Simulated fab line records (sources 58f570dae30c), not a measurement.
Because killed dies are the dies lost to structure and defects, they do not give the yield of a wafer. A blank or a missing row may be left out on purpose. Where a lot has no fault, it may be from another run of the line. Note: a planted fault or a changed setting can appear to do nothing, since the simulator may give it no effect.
Which tool did it? / flow berkeley_cmos170 / 42 wafers from 14 lots sampled at 4 of the route's 331 steps

## WHAT THE GAUGES SHOWED, per wafer
UCB170_V2_OVL_MEAS_13. Usual: for V2_OVL the level is 1 nm and the standard deviation is 6.4.
lot=L995; measured=day 8 23:30; on=overlay-02; V2_OVL (nm)=-4 2 4; flag=
lot=L996; measured=day 8 23:46; on=overlay-02; V2_OVL (nm)=9 7 -3; flag=
lot=L997; measured=day 9 11:40; on=overlay-02; V2_OVL (nm)=11 5 12; flag=
lot=L998; measured=day 9 10:49; on=overlay-01; V2_OVL (nm)=1 1 1; flag=
lot=L103; measured=day 10 15:33; on=overlay-01; V2_OVL (nm)=4 3 0; flag=
lot=L105; measured=day 11 08:36; on=overlay-01; V2_OVL (nm)=-5 5 -7; flag=
lot=L107; measured=day 11 09:04; on=overlay-02; V2_OVL (nm)=-5 -17 -9; flag=
lot=L108; measured=day 11 09:11; on=overlay-01; V2_OVL (nm)=7 5 1; flag=
lot=L110; measured=day 12 05:16; on=overlay-01; V2_OVL (nm)=-10 -11 -7; flag=
lot=L112; measured=day 12 15:43; on=overlay-01; V2_OVL (nm)=18 16 16; flag=
lot=L113; measured=day 12 14:14; on=overlay-01; V2_OVL (nm)=-9 -6 0; flag=
lot=L114; measured=day 13 05:29; on=overlay-01; V2_OVL (nm)=2 2 -1; flag=
lot=L115; measured=day 13 00:28; on=overlay-02; V2_OVL (nm)=0 -7 -1; flag=
lot=L117; measured=day 13 03:11; on=overlay-02; V2_OVL (nm)=2 7 9; flag=

## TOOL THAT RAN EACH LOT (tool first, then ch and the chambers of the sampled wafers, then the start)
lot=L995; UCB170_START_OXIDATION_02=furnace-01 ch 0, day 1 14:06; UCB170_M2_METAL_ETCH_18=rie_metal-04 ch 0,1, day 8 19:20; UCB170_V2_CVD_00=pecvd-01 ch 1,2, day 8 19:45
lot=L996; UCB170_START_OXIDATION_02=furnace-04 ch 0, day 1 19:40; UCB170_M2_METAL_ETCH_18=rie_metal-01 ch 0,1, day 8 19:47; UCB170_V2_CVD_00=pecvd-03 ch 1,2, day 8 20:12
lot=L997; UCB170_START_OXIDATION_02=furnace-01 ch 0, day 1 23:53; UCB170_M2_METAL_ETCH_18=rie_metal-04 ch 0,1, day 9 08:22; UCB170_V2_CVD_00=pecvd-03 ch 1,2, day 9 08:47
lot=L998; UCB170_START_OXIDATION_02=furnace-02 ch 0, day 2 08:03; UCB170_M2_METAL_ETCH_18=rie_metal-03 ch 0,1, day 9 07:46; UCB170_V2_CVD_00=pecvd-03 ch 0,1, day 9 08:11
lot=L103; UCB170_START_OXIDATION_02=furnace-04 ch 0, day 3 05:32; UCB170_M2_METAL_ETCH_18=rie_metal-04 ch 0,1, day 10 09:53; UCB170_V2_CVD_00=pecvd-04 ch 1,2, day 10 10:17
lot=L105; UCB170_START_OXIDATION_02=furnace-01 ch 0, day 3 16:11; UCB170_M2_METAL_ETCH_18=rie_metal-01 ch 0,1, day 11 05:04; UCB170_V2_CVD_00=pecvd-03 ch 0,2, day 11 05:29
lot=L107; UCB170_START_OXIDATION_02=furnace-01 ch 0, day 4 03:12; UCB170_M2_METAL_ETCH_18=rie_metal-04 ch 0,1, day 11 05:31; UCB170_V2_CVD_00=pecvd-04 ch 0,1,2, day 11 05:51
lot=L108; UCB170_START_OXIDATION_02=furnace-01 ch 0, day 4 07:27; UCB170_M2_METAL_ETCH_18=rie_metal-03 ch 0,1, day 11 05:43; UCB170_V2_CVD_00=pecvd-03 ch 0,1, day 11 06:08
lot=L110; UCB170_START_OXIDATION_02=furnace-02 ch 0, day 4 17:27; UCB170_M2_METAL_ETCH_18=rie_metal-01 ch 0,1, day 12 02:41; UCB170_V2_CVD_00=pecvd-04 ch 0,2, day 12 03:05
lot=L112; UCB170_START_OXIDATION_02=furnace-04 ch 0, day 5 04:19; UCB170_M2_METAL_ETCH_18=rie_metal-03 ch 0,1, day 12 12:51; UCB170_V2_CVD_00=pecvd-04 ch 0,1, day 12 13:16
lot=L113; UCB170_START_OXIDATION_02=furnace-04 ch 0, day 5 04:19; UCB170_M2_METAL_ETCH_18=rie_metal-04 ch 0,1, day 12 11:32; UCB170_V2_CVD_00=pecvd-01 ch 0,2, day 12 11:56
lot=L114; UCB170_START_OXIDATION_02=furnace-02 ch 0, day 5 13:15; UCB170_M2_METAL_ETCH_18=rie_metal-04 ch 0,1, day 13 02:56; UCB170_V2_CVD_00=pecvd-04 ch 0,2, day 13 03:20
lot=L115; UCB170_START_OXIDATION_02=furnace-02 ch 0, day 5 22:10; UCB170_M2_METAL_ETCH_18=rie_metal-03 ch 0,1, day 12 22:04; UCB170_V2_CVD_00=pecvd-04 ch 0,2, day 12 22:28
lot=L117; UCB170_START_OXIDATION_02=furnace-04 ch 0, day 6 04:32; UCB170_M2_METAL_ETCH_18=rie_metal-01 ch 0,1, day 13 00:58; UCB170_V2_CVD_00=pecvd-03 ch 0,1, day 13 01:19
- UCB170_START_OXIDATION_02: target thk 20 nm, ox time 1800 s.
- UCB170_M2_METAL_ETCH_18: etches Al in Cl2/BCl3, stops on SiO2, target depth 1170 nm, time 195 s.
- UCB170_V2_CVD_00: deposits SiO2 from TEOS/O2, target thk 2000 nm, time 250 s.

## AS READ BY THE TOOLS THEMSELVES (means over the sampled wafers that have a number; for cases with no such wafer, the mark the record gives instead)
UCB170_START_OXIDATION_02. Usual: zone_power_source_pct reads 30.3 % (standard deviation 2.4).
lot=L995; tool=furnace-01; zone_power_source_pct (%)=31.3; flag=
lot=L996; tool=furnace-04; zone_power_source_pct (%)=27.4; flag=
lot=L997; tool=furnace-01; zone_power_source_pct (%)=31.3; flag=
lot=L998; tool=furnace-02; zone_power_source_pct (%)=32.8; flag=
lot=L103; tool=furnace-04; zone_power_source_pct (%)=27.2; flag=
lot=L105; tool=furnace-01; zone_power_source_pct (%)=31.3; flag=
lot=L107; tool=furnace-01; zone_power_source_pct (%)=31.5; flag=
lot=L108; tool=furnace-01; zone_power_source_pct (%)=31.3; flag=
lot=L110; tool=furnace-02; zone_power_source_pct (%)=32.9; flag=
lot=L112; tool=furnace-04; zone_power_source_pct (%)=27.4; flag=
lot=L113; tool=furnace-04; zone_power_source_pct (%)=27.1; flag=
lot=L114; tool=furnace-02; zone_power_source_pct (%)=32.7; flag=
lot=L115; tool=furnace-02; zone_power_source_pct (%)=32.4; flag=
lot=L117; tool=furnace-04; zone_power_source_pct (%)=27.2; flag=

UCB170_M2_METAL_ETCH_18. Usual: drypump_motor_current_A 5.81 A, standard deviation 0.24; oes_product_au 0.852 a.u., standard deviation 0.015; throttle_valve_pct 24.22 %, standard deviation 0.17.
lot=L995; tool=rie_metal-04; drypump_motor_current_A (A)=5.89; oes_product_au (a.u.)=0.846; throttle_valve_pct (%)=24.37; flag=
lot=L996; tool=rie_metal-01; drypump_motor_current_A (A)=5.92; oes_product_au (a.u.)=0.855; throttle_valve_pct (%)=24.12; flag=
lot=L997; tool=rie_metal-04; drypump_motor_current_A (A)=5.90; oes_product_au (a.u.)=0.840; throttle_valve_pct (%)=24.37; flag=
lot=L998; tool=rie_metal-03; drypump_motor_current_A (A)=5.63; oes_product_au (a.u.)=0.841; throttle_valve_pct (%)=24.08; flag=
lot=L103; tool=rie_metal-04; drypump_motor_current_A (A)=5.88; oes_product_au (a.u.)=0.846; throttle_valve_pct (%)=24.37; flag=
lot=L105; tool=rie_metal-01; drypump_motor_current_A (A)=5.89; oes_product_au (a.u.)=0.860; throttle_valve_pct (%)=24.22; flag=
lot=L107; tool=rie_metal-04; drypump_motor_current_A (A)=5.88; oes_product_au (a.u.)=0.843; throttle_valve_pct (%)=24.36; flag=
lot=L108; tool=rie_metal-03; drypump_motor_current_A (A)=5.48; oes_product_au (a.u.)=0.857; throttle_valve_pct (%)=24.07; flag=
lot=L110; tool=rie_metal-01; drypump_motor_current_A (A)=5.91; oes_product_au (a.u.)=0.842; throttle_valve_pct (%)=24.12; flag=
lot=L112; tool=rie_metal-03; drypump_motor_current_A (A)=5.51; oes_product_au (a.u.)=0.855; throttle_valve_pct (%)=24.06; flag=
lot=L113; tool=rie_metal-04; drypump_motor_current_A (A)=6.00; oes_product_au (a.u.)=0.855; throttle_valve_pct (%)=24.41; flag=
lot=L114; tool=rie_metal-04; drypump_motor_current_A (A)=6.01; oes_product_au (a.u.)=0.858; throttle_valve_pct (%)=24.42; flag=
lot=L115; tool=rie_metal-03; drypump_motor_current_A (A)=5.67; oes_product_au (a.u.)=0.862; throttle_valve_pct (%)=24.09; flag=
lot=L117; tool=rie_metal-01; drypump_motor_current_A (A)=5.94; oes_product_au (a.u.)=0.844; throttle_valve_pct (%)=24.11; flag=

UCB170_V2_CVD_00. Usual: heater_power_w reads 260 W (standard deviation 46).
lot=L995; tool=pecvd-01; heater_power_w (W)=258; flag=
lot=L996; tool=pecvd-03; heater_power_w (W)=232; flag=
lot=L997; tool=pecvd-03; heater_power_w (W)=265; flag=
lot=L998; tool=pecvd-03; heater_power_w (W)=301; flag=
lot=L103; tool=pecvd-04; heater_power_w (W)=236; flag=
lot=L105; tool=pecvd-03; heater_power_w (W)=243; flag=
lot=L107; tool=pecvd-04; heater_power_w (W)=246; flag=
lot=L108; tool=pecvd-03; heater_power_w (W)=276; flag=
lot=L110; tool=pecvd-04; heater_power_w (W)=251; flag=
lot=L112; tool=pecvd-04; heater_power_w (W)=272; flag=
lot=L113; tool=pecvd-01; heater_power_w (W)=246; flag=
lot=L114; tool=pecvd-04; heater_power_w (W)=224; flag=
lot=L115; tool=pecvd-04; heater_power_w (W)=252; flag=
lot=L117; tool=pecvd-03; heater_power_w (W)=274; flag=

## THE ANSWER, worked out from the rows above alone
Rule: take the mean of a lot's wafers that have a number; if it is more than 3 standard deviations from the usual mean, the lot is off. A lot without any number at a reading at which 4 lots or more have one is off too. All remaining lots with rows at the step are treated as sound. After the gauges, taken in route order, come the tools' own readings; for these a lot's mean is taken, as printed above. At the first step where some lot is off, the reading lying furthest off is the one used; lots without a number count as furthest.
No lot is off at any reading shown: from this, nothing can be told.

## WHAT WAS PUT IN BY THE SIMULATOR
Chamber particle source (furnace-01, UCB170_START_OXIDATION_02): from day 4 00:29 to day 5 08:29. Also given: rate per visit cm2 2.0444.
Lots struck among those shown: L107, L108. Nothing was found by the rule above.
